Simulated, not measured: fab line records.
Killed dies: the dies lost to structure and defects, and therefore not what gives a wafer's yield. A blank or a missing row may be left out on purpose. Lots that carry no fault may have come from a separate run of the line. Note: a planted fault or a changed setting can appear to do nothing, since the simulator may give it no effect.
A struck lot beside a sound one | flow ritCmos | 17 steps out of a route of 202
Sound: the wafers L676.1, L676.2, L676.6. Wafers struck: L684.1, L684.2, L684.6. At the end, the cause is stated.
At each step with rows: each side's tool, then ch and its chambers, then its first start. Under that, the readings that differ: sound wafers | struck wafers | difference of the means | sigmas: that difference in standard deviations of wafers without a fault.
alike: readings with means less than 2 such deviations apart, plus words and numbers identical on both sides. not compared: withheld readings, readings lacking a value on some wafer, bounds such as >300 that could conceal the same value, and numbers that have no deviation in the record and whose values overlap.
A row with sigmas, a row that says differs or no value, or rows on one side alone: a step with any of these is where the two part. Non-overlapping numbers with no deviation appear without sigmas and do not part them. A reading missing from all wafers of one side parts the sides only when that side holds two or more wafers.

first, 2 steps without rows for these wafers: RIT_NRETRO_HARDBAKE_07 (time 120 s); RIT_NRETRO_IMPLANT_08.
RIT_NRETRO_STRIP_09: strips in O2, time 180 s.
  sound on plasmaAsher-03 ch 0,1, day 2 06:08; struck on plasmaAsher-03 ch 0,1, day 3 22:31
  alike: drypumpMotorCurrentA
  not compared: rfHoursCounterH
RIT_NRETRO_TW_MEAS_10:
  struck on filmMetro-02, day 3 22:41; sound on filmMetro-01, day 2 06:19
  alike: NRETRO_TW
then, 6 steps without rows for these wafers: RIT_PRETRO_HMDS_00 (prime time 60 s); RIT_PRETRO_COAT_01 (resist thk 1300 nm); RIT_PRETRO_SOFTBAKE_02 (time 60 s); RIT_PRETRO_EXPOSE_03 (exposes mask M5, target cd 43700 nm); RIT_PRETRO_PEB_04; RIT_PRETRO_DEVELOP_05 (develop time 68 s).
RIT_PRETRO_OVL_MEAS_06:
  struck on overlay-01, day 3 23:46; sound on overlay-01, day 2 07:22
  alike: PRETRO_OVL
then, 1 step without rows for these wafers: RIT_PRETRO_HARDBAKE_07 (time 120 s).
RIT_PRETRO_IMPLANT_08:
  sound on implanter-01 ch 0, day 2 07:40; struck on implanter-02 ch 0, day 4 00:02
reading          | sound                            | struck                        | difference | sigmas
doseIonsCm2      | 1.2009e+13 1.1999e+13 1.1994e+13 | 9.975e+12 9.976e+12 9.989e+12 | -2.021e+12 | -99 or more
faradayCurrentUA | 38.1 38.8 37.9                   | 32.5 31.0 31.7                | -6.5       | -9
RIT_PRETRO_STRIP_09: strips in O2, time 180 s.
  sound on plasmaAsher-02 ch 0,1, day 2 07:49; struck on plasmaAsher-04 ch 0,1, day 4 00:11
  alike: drypumpMotorCurrentA
  not compared: rfHoursCounterH
RIT_PRETRO_TW_MEAS_10:
  struck on filmMetro-03, day 4 00:22; sound on filmMetro-03, day 2 07:59
reading   | sound             | struck            | difference | sigmas
PRETRO_TW | 473.7 475.3 472.9 | 451.4 448.9 451.9 | -23.2      | -9
then, 1 step without rows for these wafers: RIT_GATE_WET_ETCH_00 (etches SiO2 in BOE, target depth 56 nm, time 60 s).
RIT_M1_PROBE_99:
  struck on prober-02, day 5 02:40; sound on prober-02, day 3 08:58
reading                                 | sound                | struck               | difference | sigmas
model.etest.nmos_0p3.rOnOhmUm           | 2190 2173 2187       | 2083 2110 2102       | -85        | 
model.etest.nmosTurned.driveUaUm        | 316.1 311.6 317.5    | 357.5 354 357.1      | +41.1      | 
model.etest.nmos_0p15.driveUaUm         | 471.4 479.6 471.7    | 488.9 485.6 488.8    | +13.5      | 
model.etest.nmos_0p3.driveUaUm          | 222.4 223.7 225.3    | 234.6 235.5 232      | +10.2      | 
model.etest.nmosNarrow.driveUaUm        | 223.4 230.1 228.8    | 234.1 233.1 234.6    | +6.5       | 
model.etest.nmos_0p15.offLog10AUm       | -9.835 -9.972 -9.915 | -9.597 -9.431 -9.479 | +0.405     | 
model.etest.retroEdgeNmos.offLog10AUm   | -9.654 -9.913 -10.02 | -9.567 -9.39 -9.273  | +0.452     | 
model.etest.ring.quietLog10A (angstrom) | -7.635 -7.697 -7.645 | -7.453 -7.354 -7.424 | +0.249     | 
  alike: killed_at_M0_to_M3, killedAtContacts, killedAtFrontEnd, killedDies, killedOpen, killedShort

WHERE THEY PART
First at RIT_PRETRO_IMPLANT_08; last, within this record, at RIT_PRETRO_TW_MEAS_10. Later steps at which nothing parts them and some readings are alike: RIT_M1_PROBE_99.

WHY: whatever the simulator had introduced
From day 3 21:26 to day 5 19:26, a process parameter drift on implanter-02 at RIT_PRETRO_IMPLANT_08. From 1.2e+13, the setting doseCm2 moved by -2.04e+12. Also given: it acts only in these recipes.
